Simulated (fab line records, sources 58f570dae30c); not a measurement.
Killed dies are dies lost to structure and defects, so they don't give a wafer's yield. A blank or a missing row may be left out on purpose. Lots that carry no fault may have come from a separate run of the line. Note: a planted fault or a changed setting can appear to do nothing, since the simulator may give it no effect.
Problem report, 8D (eight disciplines) form, completed by code + flow berkeleyCmos170 + the parts of the form that need people (team, actions taken, sign-off) are left out

1. WHAT IS WRONG
Across 6 wafers from 2 lots, PFIELD_TW at UCB170_PFIELD_TW_MEAS_09 averages 543, while fault-free wafers read 606 with a standard deviation of 4.3. Relative to the usual mean, that is a shift of -15 standard deviations.
Seen first at day 6 07:12 on filmMetro-02, wafer L200.1. The record has a number at this step for 30 wafers belonging to 10 lots. By rule, "out" or "out of limits" means more than 4 standard deviations away from the usual mean. Any other wafer with a number is counted as sound.

2. WHAT IT IS AND WHAT IT IS NOT
| question                    | is                     | is not                                                                                            |
|-----------------------------|------------------------|---------------------------------------------------------------------------------------------------|
| which readings at this step | PFIELD_TW              | -                                                                                                 |
| which lots                  | L200, L203             | L195, L196, L209, L211, L213, L215, L217, L218                                                    |
| which wafers of those lots  | all that have a number | -                                                                                                 |
| read on which gauges        | filmMetro-02           | filmMetro-01, filmMetro-04                                                                        |
| when                        | from day 6 07:12       | up to then (6 sound wafers); but 18 sound wafers of L209, L211, L213, L215, L217, L218 came after |

3. SUSPECTS, AND WHAT RULES EACH OUT
Counting: any tool at a process step up to the reading is kept as a suspect provided that every lot that is out went through it and no sound lot did after the first of them.
- ruled out: the gauge at UCB170_PFIELD_TW_MEAS_09. All the wafers that are out were read on filmMetro-02, but those of them that UCB170_PFIELD_IMPLANT_07 has rows for are out there too, on other tools.
- implanter-04 at UCB170_PFIELD_IMPLANT_07: kept. It ran every lot that is out, first L200 (day 6 06:57), and no sound lot after that. Its own doseIonsCm2, faradayCurrentUA readings are out on those wafers.
The count leaves implanter-04 at UCB170_PFIELD_IMPLANT_07.

4. THE CAUSE (what the simulator had put in)
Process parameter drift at UCB170_PFIELD_IMPLANT_07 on implanter-04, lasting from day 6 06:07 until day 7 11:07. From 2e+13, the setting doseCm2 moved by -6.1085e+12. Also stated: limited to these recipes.
Only this tool survived the counting.

5. THE EFFECT CHAIN, in route order
Each row: a reading where the mean over the struck wafers with a number is more than 3 standard deviations away from the usual. Scope: only readings with a usual standard deviation given in the record; hours: median across lots of the time from each lot's start at the first step in this table that gives one to its start at this step; sigmas: change in usual standard deviations.
| hours | step                     | reading          | usual      | on struck wafers | change      | sigmas      |
|-------|--------------------------|------------------|------------|------------------|-------------|-------------|
| 0     | UCB170_PFIELD_IMPLANT_07 | doseIonsCm2      | 2.0002e+13 | 1.3906e+13       | -6.0962e+12 | -99 or more |
| 0     | UCB170_PFIELD_IMPLANT_07 | faradayCurrentUA | 63.3       | 43.9             | -19.4       | -15         |
| 0     | UCB170_PFIELD_TW_MEAS_09 | PFIELD_TW        | 606        | 543              | -63         | -15         |
The process steps in it:
- UCB170_PFIELD_IMPLANT_07
Later steps that measure or inspect, where all struck wafers having a row at the step show a number for every such reading and not one has moved that far: UCB170_GATE_THK_MEAS_05.

6. WHAT WOULD HAVE CAUGHT IT SOONER
In this record the first reading out of limits at a measuring or inspecting step was taken at day 6 07:12, 1 hour after the fault began at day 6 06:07.
Tool's own readings at UCB170_PFIELD_IMPLANT_07, doseIonsCm2, faradayCurrentUA: out on all struck wafers the step has rows for; an alarm limit on them would have tripped on the first.
Of the lots that are out (2), L203 began UCB170_PFIELD_IMPLANT_07 on implanter-04 after day 6 07:12. Holding the tool at that time would have saved it.
